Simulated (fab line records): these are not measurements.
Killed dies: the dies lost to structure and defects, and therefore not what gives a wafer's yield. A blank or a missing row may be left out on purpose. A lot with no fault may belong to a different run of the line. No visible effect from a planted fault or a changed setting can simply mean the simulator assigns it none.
Which of the tools did it? -- flow ritCmos -- Sampling: 16 lots, 48 wafers, 2 of 202 route steps

== WHAT THE GAUGES READ, wafer by wafer ==
RIT_PRETRO_OVL_MEAS_06.
lot,measured,on,PRETRO_OVL (nm)
L104,day 2 15:28,overlay-02,0.8 0.5 0.8
L106,day 2 20:39,overlay-02,-1.6 -1.9 -1.2
L107,day 2 23:16,overlay-02,1.2 1.4 -0.8
L108,day 3 04:25,overlay-01,-1.1 0.6 -0.8
L109,day 3 09:23,overlay-01,1.1 1.2 3.8
L110,day 3 14:34,overlay-02,-0.6 -1.6 -1.9
L111,day 3 17:17,overlay-01,0.4 2.0 2.9
L113,day 4 03:50,overlay-01,-1.0 -0.6 -1.5
L114,day 4 09:08,overlay-02,-0.6 -2.2 -1.2
L115,day 4 15:01,overlay-01,3.3 2.6 2.2
L118,day 5 04:40,overlay-02,3397.1 3396.4 3396.5
L121,day 5 19:38,overlay-02,3397.4 3397.0 3397.0
L122,day 6 00:50,overlay-02,3397.0 3396.1 3395.3
L124,day 6 10:52,overlay-02,3396.9 3397.0 3397.5
L125,day 6 16:04,overlay-02,0.6 -0.4 1.1
L127,day 7 02:07,overlay-01,2.3 0.0 2.0

== EACH LOT AND THE TOOL THAT RAN IT (in order: tool; ch and the chambers of the sampled wafers; start) ==
lot,RIT_PRETRO_EXPOSE_03
L104,"ilineStepper-01 ch 0, day 2 15:03"
L106,"ilineStepper-02 ch 0, day 2 20:11"
L107,"ilineStepper-02 ch 0, day 2 22:50"
L108,"ilineStepper-01 ch 0, day 3 04:01"
L109,"ilineStepper-01 ch 0, day 3 08:59"
L110,"ilineStepper-01 ch 0, day 3 14:08"
L111,"ilineStepper-01 ch 0, day 3 16:52"
L113,"ilineStepper-01 ch 0, day 4 03:24"
L114,"ilineStepper-02 ch 0, day 4 08:37"
L115,"ilineStepper-01 ch 0, day 4 14:21"
L118,"ilineStepper-02 ch 0, day 5 04:16"
L121,"ilineStepper-02 ch 0, day 5 19:13"
L122,"ilineStepper-02 ch 0, day 6 00:25"
L124,"ilineStepper-02 ch 0, day 6 10:26"
L125,"ilineStepper-01 ch 0, day 6 15:38"
L127,"ilineStepper-01 ch 0, day 7 01:41"
- RIT_PRETRO_EXPOSE_03: exposes mask M5, target cd 43700 nm.

== WHAT THE TOOLS THEMSELVES READ (means of the sampled wafers that have a number; where no wafer has one, the mark that the record gives instead) ==
RIT_PRETRO_EXPOSE_03.
lot,tool,reticleTempC (C)
L104,ilineStepper-01,23.17
L106,ilineStepper-02,22.86
L107,ilineStepper-02,23.06
L108,ilineStepper-01,22.85
L109,ilineStepper-01,22.97
L110,ilineStepper-01,23.12
L111,ilineStepper-01,22.89
L113,ilineStepper-01,22.82
L114,ilineStepper-02,23.04
L115,ilineStepper-01,23.05
L118,ilineStepper-02,23.13
L121,ilineStepper-02,22.91
L122,ilineStepper-02,23.05
L124,ilineStepper-02,23.06
L125,ilineStepper-01,22.86
L127,ilineStepper-01,22.95

== THE ANSWER, worked out from the rows above alone ==
Rule: usual is defined by the lots themselves. The widest of any qualifying gaps counts: lots, ordered by their means at a reading, are off when they make up no more than a third of the lots, leave a main group of 4 or more, and stand apart from it by 3 or more times the standard deviation of that group's means. Not used: any main group whose means are identical at the precision the tables above print for the reading. Also off: a lot with no number at a reading for which 4 or more lots have one. Where the step has rows for the other lots, those lots are counted as sound. First the gauges in route order, then the tools' own readings, where a lot's mean is used as printed above. At the first step where some lot is off, the reading lying furthest off is the one used; lots without a number count as furthest.
Off: L118, L121, L122, L124, seen at RIT_PRETRO_OVL_MEAS_06 (PRETRO_OVL). For the main group the mean is 0.3 nm and the standard deviation 1.4.
A tool fits if, at a process step before that reading, it ran every lot that is off, and no sound lot after the first of them. The gauges at RIT_PRETRO_OVL_MEAS_06 are tried like those tools. One candidate fits, namely ilineStepper-02 at RIT_PRETRO_EXPOSE_03. Its last sound lot is L114 (day 4 08:37), its first lot that is off L118 (day 5 04:16): a fault that began between those two fits.

== WHAT WAS PUT IN BY THE SIMULATOR ==
Scanner matching overlay: ilineStepper-02, from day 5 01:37 on, at RIT_PRETRO_EXPOSE_03. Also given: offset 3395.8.
Struck lots among those shown: L118, L121, L122, L124. Same finding as the rule above.
